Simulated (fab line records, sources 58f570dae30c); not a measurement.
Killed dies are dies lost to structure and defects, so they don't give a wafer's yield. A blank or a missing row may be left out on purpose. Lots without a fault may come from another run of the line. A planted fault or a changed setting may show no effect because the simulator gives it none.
fab line records | flow berkeley_cmos170
record lots=12 wafers=36 last_day=12
route steps=331 shown V1@268 M2@287
lots that met no fault: from a run of the same line without faults
start_h: hours from the record's first day to the start of the lot's first wafer shown | wait_h: hours since the lot's step before | " the same as in the row above | L1.1+2: a row that stands for several wafers | - no value, or no start given | * or withheld: withheld | < > ~ a bound
route shown NAME@n: a module of which the file shows steps, and the number in the route of the first | usual: mean/standard deviation of fault-free wafers | same: alike in all rows | chamber/n: place in a boat | sites: the reading at each site | _std_site: their standard deviation | _edge_site: outer sites' mean less inner sites' | radius_mm: how far each site lies from the wafer's centre | mask NAME#n: copy n | behind: the tool/chamber that last shaped the wafer | hold: why the lot was held/for how many hours/how that ended | device: the transistor (n, p or np) that didn't switch | end of line: the same wafers' tests at the end of the route | a step without rows: its recipe alone | killed: dies lost to structure and defects at the first sort, not the wafer's yield | map: a wafer's dies, x killed, . not, _ none there
set.NAME: the setting as run; set.NAME@STEP: as run at that earlier step | model.NAME: the simulator's own value behind a step, which no gauge read
steps of the route over a sample of lots; a table a step, a row a wafer
services: from which hour (start_h, from the record's first day; less than 0 if before it) a tool's chamber was out of use, for how many hours, and why
## steps
# step UCB170_V1_ETCH_14
# recipe chemistry=CHF3/CF4/Ar target=SiO2 stop_on=Al CHF3_flow_sccm=45 cf4_flow_sccm=15 Ar_flow_sccm=150 pressure_mtorr=200 rf_w=700 target_depth_a=12500 over_etch_frac=0.25 time_s=291
# usual chamber_pressure_mTorr=200.00/0.19 drypump_motor_current_A=5.6/0.42 oes_product_au=0.878/0.015 rf_fwd_power_W=698.1/2.3 throttle_valve_pct=6.96/0.13
# columns lot.wafer tool chamber start_h wait_h chamber_pressure_mTorr drypump_motor_current_A oes_product_au rf_fwd_power_W rf_hours_counter_h throttle_valve_pct
L601.2 rie_diel-03 1 161.23 0.0 200.09 5.8 0.884 698.6 7 7.03
L601.4 " 3 " " 200.21 5.7 0.851 693.6 85 6.82
L601.6 " 0 " " 200.03 5.2 0.882 698.2 - 6.79
L600.3 rie_diel-01 1 161.67 0.0 200.09 5.9 0.883 696.1 109 6.81
L600.4 " 3 " " 199.75 5.5 0.873 695.0 152 6.92
L600.5 " 2 " " 200.23 6.4 0.889 695.7 - 6.72
L602.1 rie_diel-03 1 167.19 0.0 199.95 5.8 0.880 697.4 7 7.03
L602.5 " 1 " " 200.00 5.7 0.881 696.3 - 7.05
L602.6 " 0 " " 199.89 5.2 0.893 699.4 - 6.80
L605.1 rie_diel-03 1 173.41 0.0 200.02 5.8 0.891 695.5 7 7.04
L605.3 " 3 " " 199.90 5.7 0.853 696.6 85 6.84
L605.6 " 1 " " 199.78 5.8 0.897 696.4 - 7.04
L604.1 rie_diel-03 2 178.60 0.0 199.94 5.0 0.864 698.1 145 7.12
L604.5 " 2 " " 200.01 5.0 0.872 700.0 - 7.10
L604.6 " 3 " " 199.88 5.8 0.846 699.5 - 6.84
L603.3 rie_diel-01 1 178.69 0.0 200.07 6.0 0.882 700.0 110 6.80
L603.5 " 3 " " 199.72 5.5 0.876 697.7 - 6.92
L603.6 " 2 " " 200.18 6.4 0.891 696.9 - 6.73
L606.3 rie_diel-03 2 186.36 0.0 199.61 5.0 0.869 698.4 145 7.10
L606.4 " 3 " " 200.44 5.8 0.859 700.9 86 6.83
L606.6 " 0 " " 200.08 5.2 0.893 697.1 - 6.80
L607.1 rie_diel-02 1 187.54 0.0 199.92 6.0 0.872 696.0 33 6.98
L607.3 " 2 " " 199.95 6.2 0.880 696.0 8 7.13
L607.4 " 0 " " 200.20 5.1 0.906 699.1 - 7.08
L619.1 rie_diel-02 0 242.41 0.0 200.03 5.1 0.880 422.4 114 7.08
L619.2 " 1 " " 199.68 6.0 0.870 694.4 35 6.96
L619.6 " 3 " " 199.96 5.9 0.867 701.3 - 7.11
L620.1 rie_diel-03 3 258.10 0.0 199.90 5.8 0.844 701.7 89 6.84
L620.2 " 1 " " 200.11 5.8 0.888 698.1 11 7.04
L620.5 " 3 " " 200.18 5.7 0.846 700.9 - 6.85
L621.3 rie_diel-03 2 268.81 0.0 199.84 5.0 0.895 694.6 2 7.10
L621.4 " 3 " " 200.09 5.8 0.853 695.7 90 6.84
L621.6 " 2 " " 200.05 5.0 0.899 696.3 - 7.11
L623.1 rie_diel-03 3 269.41 0.0 199.87 5.8 0.854 698.5 90 6.82
L623.2 " 1 " " 200.28 5.8 0.894 696.1 12 7.03
L623.4 " 0 " " 200.04 5.2 0.899 698.0 41 6.82
# step UCB170_V1_STRIP_15
# recipe chemistry=O2 power_w=400 pressure_mtorr=3500 platen_temp_c=withheld o2_flow_sccm=400 overash_fraction=0.5
# usual chamber_pressure_mTorr=3500/3.1 drypump_motor_current_A=5.5/0.31 oes_product_au=0.722/0.0044 strip_time_to_endpoint_s=15.35/0.083
# columns lot.wafer tool chamber start_h wait_h chamber_pressure_mTorr drypump_motor_current_A oes_product_au rf_hours_counter_h strip_time_to_endpoint_s
L601.2 plasma_asher-04 1 161.41 0.1 3500 5.0 0.720 46 15.47
L601.4 " 0 " " 3495 5.9 0.722 - 15.41
L601.6 " 0 " " 3497 5.9 0.724 - 15.38
L600.3 plasma_asher-04 1 161.88 0.1 3503 5.0 0.718 - 15.30
L600.4 " 0 " " 3499 5.9 0.718 - 15.36
L600.5 " 1 " " 3500 5.0 0.723 - 15.33
L602.1 plasma_asher-03 1 167.37 0.1 3494 5.5 0.724 38 15.33
L602.5 " 1 " " 3504 5.5 0.719 - 15.24
L602.6 " 0 " " 3503 5.6 0.717 - 15.34
L605.1 plasma_asher-04 0 173.59 0.1 3502 5.9 0.722 48 15.29
L605.3 " 0 " " 3500 5.9 0.723 - 15.27
L605.6 " 0 " " 3501 5.9 0.727 - 15.22
L604.1 plasma_asher-03 1 178.78 0.1 3505 5.5 0.716 40 15.28
L604.5 " 1 " " 3494 5.5 0.726 - 15.30
L604.6 " 0 " " 3506 5.6 0.730 - 15.30
L603.3 plasma_asher-02 1 178.90 0.1 3499 5.3 0.720 - 15.37
L603.5 " 1 " " 3498 5.3 0.720 - 15.34
L603.6 " 0 " " 3499 5.8 0.724 - 15.38
L606.3 plasma_asher-02 0 186.57 0.1 3503 5.8 0.720 - 15.34
L606.4 " 1 " " 3501 5.4 0.725 - 15.34
L606.6 " 1 " " 3497 5.4 0.725 - 15.30
L607.1 plasma_asher-02 0 187.71 0.1 3500 5.8 0.724 49 15.38
L607.3 " 0 " " 3500 5.8 0.719 - 15.34
L607.4 " 1 " " 3499 5.3 0.717 - 15.34
L619.1 plasma_asher-03 0 242.58 0.1 3497 5.6 0.718 46 16.78
L619.2 " 1 " " 3503 5.5 0.724 46 15.34
L619.6 " 1 " " 3499 5.5 0.715 - 15.48
L620.1 plasma_asher-03 1 258.28 0.1 3505 5.5 0.726 48 15.42
L620.2 " 0 " " 3498 5.6 0.724 48 15.40
L620.5 " 0 " " 3498 5.6 0.718 - 15.46
L621.3 plasma_asher-04 0 269.02 0.1 3504 5.9 0.722 - 15.30
L621.4 " 1 " " 3493 5.0 0.722 - 15.28
L621.6 " 0 " " 3500 5.9 0.719 - 15.28
L623.1 plasma_asher-04 0 269.59 0.1 3498 5.9 0.723 59 15.37
L623.2 " 1 " " 3496 5.0 0.724 59 15.41
L623.4 " 1 " " 3496 5.0 0.716 - 15.26
# step UCB170_V1_CD_MEAS_90
# recipe target_cd_nm=700
# usual cd_nm=700.3/1.6
# columns lot.wafer tool chamber start_h wait_h cd_nm
L601.2 cd_sem-01 - 161.57 0.1 701.2
L601.4 " - " " 701.9
L601.6 " - " " 699.7
L600.3 cd_sem-02 - 161.99 0.1 700.7
L600.4 " - " " 701.5
L600.5 " - " " 701.1
L602.1 cd_sem-02 - 167.47 0.1 700.0
L602.5 " - " " 699.9
L602.6 " - " " 699.1
L605.1 cd_sem-01 - 173.69 0.1 701.7
L605.3 " - " " 700.8
L605.6 " - " " 700.8
L604.1 cd_sem-02 - 178.88 0.1 700.9
L604.5 " - " " 702.0
L604.6 " - " " 700.9
L603.3 cd_sem-01 - 179.01 0.1 700.6
L603.5 " - " " 701.1
L603.6 " - " " 700.2
L606.3 cd_sem-01 - 186.68 0.1 700.9
L606.4 " - " " 701.7
L606.6 " - " " 702.0
L607.1 cd_sem-02 - 187.81 0.1 701.2
L607.3 " - " " 701.0
L607.4 " - " " 702.5
L619.1 cd_sem-02 - 242.68 0.1 693.6
L619.2 " - " " 698.7
L619.6 " - " " 696.1
L620.1 cd_sem-02 - 258.38 0.1 700.6
L620.2 " - " " 699.8
L620.5 " - " " 700.8
L621.3 cd_sem-02 - 269.13 0.1 698.8
L621.4 " - " " 698.2
L621.6 " - " " 699.6
L623.1 cd_sem-02 - 269.69 0.1 702.9
L623.2 " - " " 701.3
L623.4 " - " " 702.1
# step UCB170_M2_OVL_MEAS_16
# usual M2_OVL=-1/5
# columns lot.wafer tool chamber start_h wait_h M2_OVL[nm]
L601.2 overlay-01 - 164.08 0.1 -4
L601.4 " - " " 9
L601.6 " - " " 4
L600.3 overlay-01 - 164.70 0.1 -7
L600.4 " - " " 0
L600.5 " - " " -3
L602.1 overlay-02 - 171.53 0.1 -10
L602.5 " - " " 2
L602.6 " - " " -3
L605.1 overlay-02 - 176.23 0.1 1
L605.3 " - " " -7
L605.6 " - " " -9
L604.1 overlay-01 - 181.40 0.1 0
L604.5 " - " " 0
L604.6 " - " " -1
L603.3 overlay-02 - 181.69 0.1 0
L603.5 " - " " -4
L603.6 " - " " 6
L606.3 overlay-01 - 190.58 0.1 1
L606.4 " - " " 3
L606.6 " - " " 6
L607.1 overlay-01 - 191.12 0.1 3
L607.3 " - " " -1
L607.4 " - " " -3
L619.2 overlay-02 - 245.35 0.1 -8
L619.6 " - " " -6
L620.1 overlay-02 - 260.90 0.1 11
L620.2 " - " " 4
L620.5 " - " " 10
L621.3 overlay-01 - 271.84 0.1 -7
L621.4 " - " " -1
L621.6 " - " " -2
L623.1 overlay-01 - 272.50 0.1 -3
L623.2 " - " " -5
L623.4 " - " " 1
# step UCB170_M2_ETCH_17
# recipe chemistry=N2/H2 target_depth_a=withheld overetch_a=withheld target=BARC time_s=withheld source_w=500 bias_w=100 pressure_mtorr=30 n2_flow_sccm=100 h2_flow_sccm=200
# usual chamber_pressure_mTorr=30.00/0.031 drypump_motor_current_A=5.7/0.4 oes_product_au=1.001/0.017 rf_fwd_power_W=494.4/2.1 throttle_valve_pct=13.30/0.24
# columns lot.wafer tool chamber start_h wait_h chamber_pressure_mTorr drypump_motor_current_A oes_product_au rf_fwd_power_W throttle_valve_pct
L601.2 rie_diel-04 2 164.11 0.0 29.94 5.8 1.004 494.8 13.53
L601.4 " 3 " " 29.99 6.3 1.014 497.4 12.92
L601.6 " 2 " " 30.01 5.8 0.996 493.2 13.52
L600.3 rie_diel-02 3 164.72 0.0 30.04 5.9 1.004 499.9 13.64
L600.4 " 2 " " 29.95 6.2 1.008 491.3 13.53
L600.5 " 0 " " 29.99 5.0 1.029 494.9 13.50
L602.1 rie_diel-02 3 171.56 0.0 30.00 5.9 0.998 497.1 13.65
L602.5 " 0 " " 29.97 5.0 1.015 495.3 13.51
L602.6 " 1 " " 29.96 6.0 0.976 492.9 13.39
L605.1 rie_diel-02 3 176.26 0.0 29.97 5.9 1.002 496.3 13.65
L605.3 " 0 " " 30.02 5.1 1.020 492.4 13.51
L605.6 " 2 " " 30.01 6.2 0.999 492.0 13.51
L604.1 rie_diel-03 3 181.44 0.0 30.00 5.7 0.978 494.6 13.14
L604.5 " 1 " " 29.94 5.8 1.011 491.2 13.39
L604.6 " 2 " " 29.99 5.0 0.997 493.6 13.56
L603.3 rie_diel-04 1 181.71 0.0 30.05 5.9 1.001 494.9 13.06
L603.5 " 3 " " 29.97 6.3 1.010 497.5 12.92
L603.6 " 2 " " 30.01 5.7 0.992 496.2 13.52
L606.3 rie_diel-02 2 190.60 0.0 29.97 6.2 1.011 492.3 13.50
L606.4 " 1 " " 29.96 6.0 0.982 492.9 13.40
L606.6 " 2 " " 30.01 6.2 1.013 492.1 13.52
L607.1 rie_diel-04 1 191.15 0.0 30.02 5.9 0.996 494.2 13.04
L607.3 " 3 " " 29.97 6.4 1.027 497.7 12.91
L607.4 " 2 " " 29.97 5.8 1.001 497.6 13.52
L619.2 rie_diel-03 1 245.38 0.0 30.04 5.7 1.008 491.3 13.41
L619.6 " 1 " " 30.02 5.7 1.007 492.1 13.40
L620.1 rie_diel-03 1 260.93 0.0 30.04 5.7 1.014 492.3 13.39
L620.2 " 3 " " 30.01 5.7 0.971 492.0 13.13
L620.5 " 3 " " 30.04 5.7 0.968 493.6 13.15
L621.3 rie_diel-03 0 271.86 0.0 30.04 5.2 1.008 492.5 13.09
L621.4 " 1 " " 30.00 5.8 1.011 491.5 13.40
L621.6 " 0 " " 30.05 5.2 1.018 495.2 13.08
L623.1 rie_diel-04 2 272.53 0.0 30.01 5.8 0.994 493.5 13.53
L623.2 " 0 " " 30.01 5.4 0.982 495.8 12.99
L623.4 " 1 " " 30.00 5.9 1.005 493.7 13.04
# step UCB170_M2_CD_MEAS_90
# recipe target_cd_nm=700
# usual cd_nm=700.3/2.7
# columns lot.wafer tool chamber start_h wait_h cd_nm
L601.2 cd_sem-02 - 164.46 0.1 700.0
L601.4 " - " " 699.8
L601.6 " - " " 697.0
L600.3 cd_sem-01 - 165.09 0.1 697.4
L600.4 " - " " 704.6
L600.5 " - " " 703.5
L602.1 cd_sem-01 - 171.96 0.1 704.9
L602.5 " - " " 704.0
L602.6 " - " " 704.3
L605.1 cd_sem-02 - 176.59 0.1 697.2
L605.3 " - " " 701.9
L605.6 " - " " 700.5
L604.1 cd_sem-01 - 181.77 0.1 696.6
L604.5 " - " " 697.5
L604.6 " - " " 696.8
L603.3 cd_sem-01 - 182.08 0.1 702.8
L603.5 " - " " 701.5
L603.6 " - " " 701.8
L606.3 cd_sem-02 - 190.97 0.1 707.3
L606.4 " - " " 703.5
L606.6 " - " " 702.5
L607.1 cd_sem-01 - 191.48 0.1 697.6
L607.3 " - " " 703.5
L607.4 " - " " 699.9
L619.2 cd_sem-02 - 246.09 0.4 703.2
L619.6 " - " " 702.1
L620.1 cd_sem-01 - 261.26 0.1 701.9
L620.2 " - " " 696.5
L620.5 " - " " 700.4
L621.3 cd_sem-01 - 272.23 0.1 698.5
L621.4 " - " " 695.6
L621.6 " - " " 698.7
L623.1 cd_sem-02 - 272.86 0.1 702.4
L623.2 " - " " 699.7
L623.4 " - " " 703.6
## services
# columns tool chamber start_h hours kind
rie_diel-01 - 151.16 2.8 pm
rie_diel-04 0 152.52 6.7 repair
plasma_asher-04 - 176.20 0.8 repair
rie_diel-01 3 180.24 - clean
rie_diel-01 3 180.24 25.2 scheduled_down
rie_diel-01 3 180.24 25.2 vent_cycle
rie_diel-02 3 184.35 3.8 repair
rie_diel-03 2 196.06 - clean
rie_diel-03 2 196.06 19.2 scheduled_down
rie_diel-03 2 196.06 19.2 vent_cycle
plasma_asher-02 - 197.61 2.8 pm
rie_diel-02 3 210.18 4.5 repair
plasma_asher-03 - 213.39 2.5 repair
plasma_asher-03 - 213.41 3.6 repair
plasma_asher-03 - 214.37 3.7 repair
rie_diel-03 0 218.82 1.9 repair
rie_diel-04 3 220.07 9.5 repair
rie_diel-02 2 229.38 1.2 repair
rie_diel-02 0 229.98 8.6 repair
plasma_asher-04 - 231.42 2.1 repair
rie_diel-01 3 247.09 3.1 repair
rie_diel-04 0 253.20 14.0 repair
rie_diel-02 0 267.27 7.3 repair
## key
first_sign step=UCB170_V1_ETCH_14 reading=rf_fwd_power_W direction=down sigmas=99+ usual=698.1 struck=422.4
effect step=UCB170_V1_STRIP_15 reading=strip_time_to_endpoint_s direction=up sigmas=17 usual=* struck=*
effect step=UCB170_V1_CD_MEAS_90 reading=cd_nm direction=down sigmas=4.2 usual=700.3 struck=693.6
met_at UCB170_V1_ETCH_14
struck_lots L619
struck_wafers L619.1
later_rows_left_out L619.1
sort_left_out L619.1
not_acting_at UCB170_M2_OVL_MEAS_16,UCB170_M2_ETCH_17,UCB170_M2_CD_MEAS_90
onset_between 187.54 242.41
fault kind=process_parameter_drift tool=rie_diel-02 chamber=0 onset_h=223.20 steps=UCB170_V1_ETCH_14 channel=rf_w offset=-280 shape=step end_h=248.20 acts_in=these_recipes_only stated=700
# sort_left_out: the simulated sort isn't trusted on such a fault, so these wafers' sort isn't shown, and their yield isn't known
# later_rows_left_out: the simulator's readings of these wafers behind a module that went badly wrong aren't trusted and aren't shown, but for the sort
